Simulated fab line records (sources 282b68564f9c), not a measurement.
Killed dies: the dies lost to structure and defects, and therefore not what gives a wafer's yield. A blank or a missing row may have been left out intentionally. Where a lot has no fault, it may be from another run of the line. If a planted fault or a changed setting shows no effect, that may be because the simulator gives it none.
A lot that was struck, set against a sound lot | flow rit-cmos | 21 steps out of a route of 202
Sound: the wafers L889.2, L889.4, L889.6. Wafers L904.4, L904.5, L904.6 were the ones struck. The cause is given at the end.
Each step with rows lists, per side, the tool, then ch with its chambers, then its first start. Under that, the readings that differ: sound wafers | struck wafers | difference of the means | sigmas: that difference in standard deviations of wafers without a fault.
alike: readings whose means differ by less than 2 such deviations, and words and numbers that are the same on both sides. not compared: withheld readings, readings that some wafer has no value for, bounds like >300 that may hide the same value, and numbers for which the record gives no deviation and whose values overlap.
Wherever a step has rows on one side only, a row that says differs or no value, or a row with sigmas, the two part there. Numbers that have no deviation but don't overlap get no sigmas and don't part them. A reading that every wafer of one side lacks parts them only if that side has two wafers or more.

first, 6 steps without rows for these wafers: RIT_NRETRO_HMDS_00 (prime time 60 s); RIT_NRETRO_COAT_01 (resist thk 1300 nm); RIT_NRETRO_SOFTBAKE_02 (time 60 s); RIT_NRETRO_EXPOSE_03 (exposes mask M4, target cd 43900 nm); RIT_NRETRO_PEB_04; RIT_NRETRO_DEVELOP_05 (develop time 68 s).
RIT_NRETRO_OVL_MEAS_06:
  sound on overlay-02 at day 3 21:37; struck on overlay-01 at day 7 02:31
  alike: NRETRO_OVL
then, 2 steps without rows for these wafers: RIT_NRETRO_HARDBAKE_07 (time 120 s); RIT_NRETRO_IMPLANT_08.
RIT_NRETRO_STRIP_09: strips in O2, time 180 s.
  sound on plasma-asher-03 ch 0,1, day 3 22:03; struck on plasma-asher-02 ch 0,1, day 7 02:59
  alike: drypump-motor-current-A, o2-flow-sccm
  not compared: rf-hours-counter-h
RIT_NRETRO_TW_MEAS_10:
  sound on film-metro-01 at day 3 22:14; struck on film-metro-01 at day 7 03:08
  alike: NRETRO_TW
then, 1 step without rows for these wafers: RIT_PRETRO_HMDS_00 (prime time 60 s).
RIT_PRETRO_COAT_01: resist thk 1300 nm.
  sound on litho-track-01 ch 0, day 3 22:28; struck on litho-track-02 ch 0, day 7 03:38
  reading                                     | sound          | struck         | difference | sigmas
  model.NOVOLAK_of_PRETRO_COAT_01.thk-nm (nm) | 1305 1300 1301 | 1324 1326 1324 | +23        |
  alike: resist-line-temp-C
RIT_PRETRO_SOFTBAKE_02: time 60.96 s.
  sound on litho-track-01 ch 0, day 3 22:37; struck on litho-track-02 ch 0, day 7 03:47
  alike: plate-sensor-t-centre-C, plate-sensor-t-edge-C, resist-line-temp-C
then, 3 steps without rows for these wafers: RIT_PRETRO_EXPOSE_03 (exposes mask M5, target cd 43700 nm); RIT_PRETRO_PEB_04; RIT_PRETRO_DEVELOP_05 (develop time 68 s).
RIT_PRETRO_OVL_MEAS_06:
  sound on overlay-02 at day 3 23:18; struck on overlay-02 at day 7 04:19
  alike: PRETRO_OVL
RIT_PRETRO_HARDBAKE_07: time 120 s.
  sound on litho-track-01 ch 0, day 3 23:22; struck on litho-track-02 ch 0, day 7 04:37
  reading                                     | sound          | struck         | difference | sigmas
  model.NOVOLAK_of_PRETRO_COAT_01.thk-nm (nm) | 1141 1137 1138 | 1158 1159 1157 | +19        |
  alike: plate-temp-C, resist-line-temp-C
following that, these wafers have no rows for 1 step: RIT_PRETRO_IMPLANT_08.
RIT_M1_PROBE_99:
  rows exist in the record for the sound wafers here (prober-01, day 5 11:13), none for the struck ones

WHERE THEY PART
RIT_M1_PROBE_99 only, going by this record.

WHY: the cause the simulator had injected
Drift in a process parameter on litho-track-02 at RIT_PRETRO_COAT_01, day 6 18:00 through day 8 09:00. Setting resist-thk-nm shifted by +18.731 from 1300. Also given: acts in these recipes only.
